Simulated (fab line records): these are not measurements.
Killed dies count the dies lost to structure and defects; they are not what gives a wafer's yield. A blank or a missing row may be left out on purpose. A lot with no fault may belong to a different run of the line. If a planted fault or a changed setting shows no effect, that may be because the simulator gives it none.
fab line records + flow ritCmos + part 2 of 2: steps 35 to 48 of 48
record
- lots=5
- wafers=15
- lastDay=7
route steps=202 shown GATE@90 REOX@98 NLDD@103 PLDD@114 SPACER@125 NSD@131
lots that met no fault: from a run of the same line without faults
startH: the number of hours between the record's first day and the start of the first shown wafer of the lot + waitH: hours elapsed since this lot's preceding step + " unchanged from the row above + L1.1+2: a row that stands for several wafers + - either no value or no given start + * or withheld: withheld + < > ~ a bound
route shown NAME@n: NAME is a module with steps in the file, n the number in the route of the first one + usual: mean and standard deviation over wafers with no fault + same: alike in all rows + chamber/n: place in a boat + sites: per-site readings + _std_site: how widely they spread, as a standard deviation + _edge_site: outer sites' mean less inner sites' + radiusMm: for every site, how far away it sits from the centre of the wafer + mask NAME#n: copy n + behind: the tool/chamber that last shaped the wafer + hold: what put the lot on hold/how long, in hours/how the hold closed + device: the n, p or np transistor that did not switch + end of line: tests run on the same wafers once the route is complete + a step with no rows: only its recipe + killed: the dies lost at the first sort to structure and to defects; this is not the yield of the wafer + map: the dies of a wafer, with x for killed, . for not killed, _ for no die there
set.NAME: the run value of the setting; set.NAME@STEP: its run value at that earlier step + model.NAME: the simulator's own value behind a step, which no gauge read
lots seen at some steps along the route; tables by step, rows by wafer
services: from which hour (startH, from the record's first day; less than 0 if before it) a tool's chamber was out of use, for how many hours, and why
## steps
# step RIT_PLDD_TW_MEAS_10
# usual
- PLDD_TW=2339/11
| lot.wafer | tool         | chamber | startH | waitH | PLDD_TW |
|-----------|--------------|---------|--------|-------|---------|
| L079.3    | filmMetro-04 | -       | 80.72  | 0.1   | 2324    |
| L079.4    | "            | -       | "      | "     | 2332    |
| L079.5    | "            | -       | "      | "     | 2324    |
| L081.1    | filmMetro-02 | -       | 87.21  | 0.1   | 2334    |
| L081.2    | "            | -       | "      | "     | 2327    |
| L081.6    | "            | -       | "      | "     | 2341    |
| L092.2    | filmMetro-02 | -       | 140.29 | 0.1   | 2343    |
| L092.4    | "            | -       | "      | "     | 2352    |
| L092.5    | "            | -       | "      | "     | 2353    |
| L095.2    | filmMetro-03 | -       | 158.79 | 0.1   | 2341    |
| L095.3    | "            | -       | "      | "     | 2336    |
| L095.5    | "            | -       | "      | "     | 2331    |
| L096.3    | filmMetro-04 | -       | 160.14 | 0.1   | 2337    |
| L096.4    | "            | -       | "      | "     | 2329    |
| L096.5    | "            | -       | "      | "     | 2335    |
# step RIT_SPACER_CLEAN_00
# recipe
- chemistry=SC1
- mix=3:3:50
- timeS=600
- tempC=75
# same
- timeS=600
| lot.wafer  | tool        | chamber | startH | waitH |
|------------|-------------|---------|--------|-------|
| L079.3+4+5 | wetBench-03 | 2       | 80.76  | 0.0   |
| L081.1+2+6 | wetBench-04 | 2       | 87.27  | 0.1   |
| L092.2+4+5 | wetBench-02 | 0       | 140.34 | 0.0   |
| L095.2+3+5 | wetBench-03 | 0       | 158.84 | 0.0   |
| L096.3+4+5 | wetBench-02 | 3       | 160.18 | 0.0   |
# step RIT_SPACER_CLEAN_01
# recipe
- chemistry=dHF
- dilution=50:1
- timeS=30
# same
- timeS=30
| lot.wafer  | tool        | chamber | startH | waitH |
|------------|-------------|---------|--------|-------|
| L079.3+4+5 | wetBench-02 | 1       | 80.94  | 0.0   |
| L081.1+2+6 | wetBench-02 | 3       | 87.45  | 0.0   |
| L092.2+4+5 | wetBench-04 | 1       | 140.52 | 0.0   |
| L095.2+3+5 | wetBench-02 | 3       | 159.02 | 0.0   |
| L096.3+4+5 | wetBench-03 | 1       | 160.35 | 0.0   |
# step RIT_SPACER_CLEAN_02
# recipe
- chemistry=SC2
- mix=3:3:50
- timeS=600
- tempC=75
- dry=n2Spin
# same
- timeS=600
| lot.wafer  | tool        | chamber | startH | waitH |
|------------|-------------|---------|--------|-------|
| L079.3+4+5 | wetBench-03 | 3       | 80.95  | 0.0   |
| L081.1+2+6 | wetBench-03 | 0       | 87.46  | 0.0   |
| L092.2+4+5 | wetBench-02 | 2       | 140.53 | 0.0   |
| L095.2+3+5 | wetBench-04 | 1       | 159.04 | 0.0   |
| L096.3+4+5 | wetBench-04 | 2       | 160.37 | 0.0   |
# step RIT_SPACER_CVD_03
# recipe
- material=Si3N4
- targetThkNm=250
- tempC=810
- precursor=SiH2Cl2/NH3
- timeS=3300
- pressureMtorr=300
- sih2cl2FlowSccm=60
- nh3FlowSccm=150
# usual
- spikeTcLoadC=834.4/2.9
# same
- timeS=3300
| lot.wafer | tool     | chamber | startH | waitH | spikeTcLoadC |
|-----------|----------|---------|--------|-------|--------------|
| L079.3    | lpcvd-01 | 0       | 81.13  | 0.0   | 828.7        |
| L079.4    | "        | 0       | "      | "     | 829.3        |
| L079.5    | "        | 0       | "      | "     | 831.0        |
| L081.1    | lpcvd-02 | 0       | 87.64  | 0.0   | 835.6        |
| L081.2    | "        | 0       | "      | "     | 835.1        |
| L081.6    | "        | 0       | "      | "     | 835.8        |
| L092.2    | lpcvd-01 | 1       | 140.71 | 0.0   | 836.3        |
| L092.4    | "        | 1       | "      | "     | 835.9        |
| L092.5    | "        | 1       | "      | "     | 835.1        |
| L095.2    | lpcvd-01 | 0       | 159.21 | 0.0   | 831.9        |
| L095.3    | "        | 0       | "      | "     | 831.0        |
| L095.5    | "        | 0       | "      | "     | 830.6        |
| L096.3    | lpcvd-02 | 0       | 160.55 | 0.0   | 834.6        |
| L096.4    | "        | 0       | "      | "     | 834.9        |
| L096.5    | "        | 0       | "      | "     | 834.8        |
# step RIT_SPACER_THK_MEAS_04
# recipe
- reads=Si3N4_of_SPACER_CVD_03
# usual
- SPACER_NITRIDE_THK=250.5/2.4
| lot.wafer | tool         | chamber | startH | waitH | SPACER_NITRIDE_THK[nm] |
|-----------|--------------|---------|--------|-------|------------------------|
| L079.3    | filmMetro-01 | -       | 83.06  | 0.0   | 249.6                  |
| L079.4    | "            | -       | "      | "     | 247.1                  |
| L079.5    | "            | -       | "      | "     | 248.0                  |
| L081.1    | filmMetro-02 | -       | 89.56  | 0.0   | 253.2                  |
| L081.2    | "            | -       | "      | "     | 251.6                  |
| L081.6    | "            | -       | "      | "     | 252.7                  |
| L092.2    | filmMetro-02 | -       | 142.63 | 0.0   | 250.7                  |
| L092.4    | "            | -       | "      | "     | 251.5                  |
| L092.5    | "            | -       | "      | "     | 252.5                  |
| L095.2    | filmMetro-04 | -       | 161.14 | 0.0   | 249.3                  |
| L095.3    | "            | -       | "      | "     | 247.1                  |
| L095.5    | "            | -       | "      | "     | 249.0                  |
| L096.3    | filmMetro-04 | -       | 162.48 | 0.0   | 255.7                  |
| L096.4    | "            | -       | "      | "     | 256.1                  |
| L096.5    | "            | -       | "      | "     | 255.1                  |
# step RIT_SPACER_ETCHBACK_05
# recipe
- targetDepthA=2500
- SF6_flow_sccm=30
- CHF3_flow_sccm=30
- target=Si3N4
- chemistry=SF6/CHF3
- pressureMtorr=40
- rfW=250
- timeS=240
- stopOn=SiO2
# usual
- drypumpMotorCurrentA=6.0/0.44
- oesProductAu=0.845/0.012
- rfFwdPowerW=249.3/0.7
- throttleValvePct=10.28/0.15
# same
- timeS=240
| lot.wafer | tool       | chamber | startH | waitH | drypumpMotorCurrentA | oesProductAu | rfFwdPowerW | rfHoursCounterH | throttleValvePct |
|-----------|------------|---------|--------|-------|----------------------|--------------|-------------|-----------------|------------------|
| L079.3    | rieDiel-02 | 0       | 83.10  | 0.0   | 4.9                  | 0.856        | 248.7       | 120             | 10.36            |
| L079.4    | "          | 2       | "      | "     | 6.3                  | 0.836        | 247.9       | 4               | 10.41            |
| L079.5    | "          | 2       | "      | "     | 6.3                  | 0.835        | 248.4       | -               | 10.41            |
| L081.1    | rieDiel-01 | 2       | 89.62  | 0.1   | 5.7                  | 0.836        | 250.6       | 32              | 10.31            |
| L081.2    | "          | 1       | "      | "     | 6.1                  | 0.833        | 248.8       | 61              | 9.99             |
| L081.6    | "          | 1       | "      | "     | 6.1                  | 0.841        | 248.8       | -               | 9.99             |
| L092.2    | rieDiel-03 | 0       | 142.68 | 0.0   | 5.8                  | 0.830        | 248.8       | 70              | 10.32            |
| L092.4    | "          | 2       | "      | "     | 5.6                  | 0.851        | 249.7       | 120             | 10.55            |
| L092.5    | "          | 0       | "      | "     | 5.8                  | 0.837        | 249.4       | -               | 10.33            |
| L095.2    | rieDiel-02 | 1       | 161.19 | 0.0   | 6.2                  | 0.859        | 249.5       | 133             | 10.34            |
| L095.3    | "          | 3       | "      | "     | 6.3                  | 0.840        | 249.8       | 106             | 10.08            |
| L095.5    | "          | 3       | "      | "     | 6.2                  | 0.845        | 249.3       | -               | 10.08            |
| L096.3    | rieDiel-01 | 1       | 162.52 | 0.0   | 6.1                  | 0.846        | 248.4       | 62              | 9.99             |
| L096.4    | "          | 3       | "      | "     | 6.6                  | 0.846        | 248.8       | 145             | 10.24            |
| L096.5    | "          | 2       | "      | "     | 5.7                  | 0.847        | 249.4       | -               | 10.28            |
# step RIT_NSD_HMDS_00
# recipe
- primeTimeS=60
- primeTempC=140
| lot.wafer  | tool          | chamber | startH | waitH |
|------------|---------------|---------|--------|-------|
| L079.3+4+5 | lithoTrack-01 | 0       | 83.30  | 0.1   |
| L081.1+2+6 | lithoTrack-02 | 0       | 89.77  | 0.1   |
| L092.2+4+5 | lithoTrack-03 | 0       | 143.09 | 0.3   |
| L095.2+3+5 | lithoTrack-02 | 0       | 161.36 | 0.1   |
| L096.3+4+5 | lithoTrack-03 | 0       | 162.72 | 0.1   |
# step RIT_NSD_COAT_01
# recipe
- resist=NOVOLAK
- spinRpm=3250
- resistThkNm=1000
| lot.wafer  | tool          | chamber | startH | waitH |
|------------|---------------|---------|--------|-------|
| L079.3+4+5 | lithoTrack-01 | 0       | 83.45  | 0.1   |
| L081.1+2+6 | lithoTrack-02 | 0       | 89.92  | 0.1   |
| L092.2+4+5 | lithoTrack-03 | 0       | 143.24 | 0.1   |
| L095.2+3+5 | lithoTrack-02 | 0       | 161.51 | 0.1   |
| L096.3+4+5 | lithoTrack-03 | 0       | 162.87 | 0.1   |
# step RIT_NSD_SOFTBAKE_02
# recipe
- resist=NOVOLAK
- tempC=90
- timeS=60
# same
- timeS=60
| lot.wafer  | tool          | chamber | startH | waitH |
|------------|---------------|---------|--------|-------|
| L079.3+4+5 | lithoTrack-01 | 0       | 83.60  | 0.1   |
| L081.1+2+6 | lithoTrack-02 | 0       | 90.07  | 0.1   |
| L092.2+4+5 | lithoTrack-03 | 0       | 143.39 | 0.1   |
| L095.2+3+5 | lithoTrack-02 | 0       | 161.66 | 0.1   |
| L096.3+4+5 | lithoTrack-03 | 0       | 163.02 | 0.1   |
# step RIT_NSD_EXPOSE_03
# recipe
- maskId=M9
- na=0.57
- targetCdNm=40700
- doseMj=250
| lot.wafer  | tool            | chamber | startH | waitH | mask |
|------------|-----------------|---------|--------|-------|------|
| L079.3+4+5 | ilineStepper-02 | 0       | 83.74  | 0.1   | M9#0 |
| L081.1+2+6 | ilineStepper-02 | 0       | 90.22  | 0.1   | M9#0 |
| L092.2+4+5 | ilineStepper-01 | 0       | 143.53 | 0.1   | M9#0 |
| L095.2+3+5 | ilineStepper-01 | 0       | 161.93 | 0.2   | M9#0 |
| L096.3+4+5 | ilineStepper-02 | 0       | 163.29 | 0.2   | M9#0 |
# step RIT_NSD_PEB_04
# recipe
- resist=NOVOLAK
- tempC=withheld
- timeS=withheld
| lot.wafer  | tool          | chamber | startH | waitH |
|------------|---------------|---------|--------|-------|
| L079.3+4+5 | lithoTrack-02 | 0       | 83.87  | 0.1   |
| L081.1+2+6 | lithoTrack-02 | 0       | 90.33  | 0.1   |
| L092.2+4+5 | lithoTrack-01 | 0       | 143.69 | 0.1   |
| L095.2+3+5 | lithoTrack-03 | 0       | 162.05 | 0.1   |
| L096.3+4+5 | lithoTrack-01 | 0       | 163.41 | 0.1   |
# step RIT_NSD_DEVELOP_05
# recipe
- resist=NOVOLAK
- developTimeS=50
- devTempC=23
| lot.wafer  | tool          | chamber | startH | waitH |
|------------|---------------|---------|--------|-------|
| L079.3+4+5 | lithoTrack-02 | 0       | -      | -     |
| L081.1+2+6 | lithoTrack-02 | 0       | -      | -     |
| L092.2+4+5 | lithoTrack-01 | 0       | -      | -     |
| L095.2+3+5 | lithoTrack-03 | 0       | -      | -     |
| L096.3+4+5 | lithoTrack-01 | 0       | -      | -     |
# step RIT_NSD_OVL_MEAS_06
# usual
- NSD_OVL=0.0/1.4
| lot.wafer | tool       | chamber | startH | waitH | NSD_OVL[nm] |
|-----------|------------|---------|--------|-------|-------------|
| L079.3    | overlay-02 | -       | 84.12  | -     | 0.1         |
| L079.4    | "          | -       | "      | "     | -0.3        |
| L079.5    | "          | -       | "      | "     | -1.2        |
| L081.1    | overlay-01 | -       | 90.62  | -     | -0.2        |
| L081.2    | "          | -       | "      | "     | 1.8         |
| L081.6    | "          | -       | "      | "     | 0.1         |
| L092.2    | overlay-01 | -       | 143.95 | -     | 0.7         |
| L092.4    | "          | -       | "      | "     | 0.8         |
| L092.5    | "          | -       | "      | "     | 0.1         |
| L095.2    | overlay-01 | -       | 162.32 | -     | 1.4         |
| L095.3    | "          | -       | "      | "     | 3.4         |
| L095.5    | "          | -       | "      | "     | 1.6         |
| L096.3    | overlay-02 | -       | 163.66 | -     | -1.2        |
| L096.4    | "          | -       | "      | "     | -0.6        |
| L096.5    | "          | -       | "      | "     | -0.6        |
## services
| tool            | chamber | startH | hours | kind        |
|-----------------|---------|--------|-------|-------------|
| ilineStepper-01 | 0       | 48.95  | -     | calibration |
| rieSi-02        | 3       | 55.14  | 47.0  | repair      |
| furnace-03      | -       | 55.41  | 4.3   | pm          |
| implanter-02    | -       | 79.65  | 3.0   | pm          |
| rieDiel-02      | -       | 81.46  | 0.5   | repair      |
| plasmaAsher-01  | -       | 83.33  | 28.1  | pm          |
| implanter-01    | -       | 89.92  | 3.4   | repair      |
| implanter-03    | -       | 90.35  | 1.7   | repair      |
| rieDiel-03      | 1       | 105.21 | 8.5   | repair      |
| furnace-04      | -       | 106.65 | 2.6   | pm          |
| ilineStepper-02 | 0       | 111.26 | -     | calibration |
| plasmaAsher-01  | -       | 111.44 | 9.0   | pm          |
| plasmaAsher-01  | 0       | 111.44 | 9.0   | ventCycle   |
| plasmaAsher-01  | 1       | 111.44 | 9.0   | ventCycle   |
| plasmaAsher-01  | -       | 113.25 | 4.2   | repair      |
| ilineStepper-01 | -       | 115.01 | 3.7   | repair      |
| plasmaAsher-01  | 0       | 120.44 | -     | clean       |
| plasmaAsher-01  | 1       | 120.44 | -     | clean       |
| implanter-01    | -       | 137.13 | 1.4   | repair      |
| lpcvd-02        | -       | 140.33 | 0.6   | repair      |
| wetBench-02     | -       | 145.55 | 2.2   | repair      |
| furnace-03      | -       | 147.48 | 3.7   | pm          |
| furnace-04      | -       | 158.59 | 4.6   | pm          |
| plasmaAsher-01  | -       | 159.39 | 3.5   | repair      |
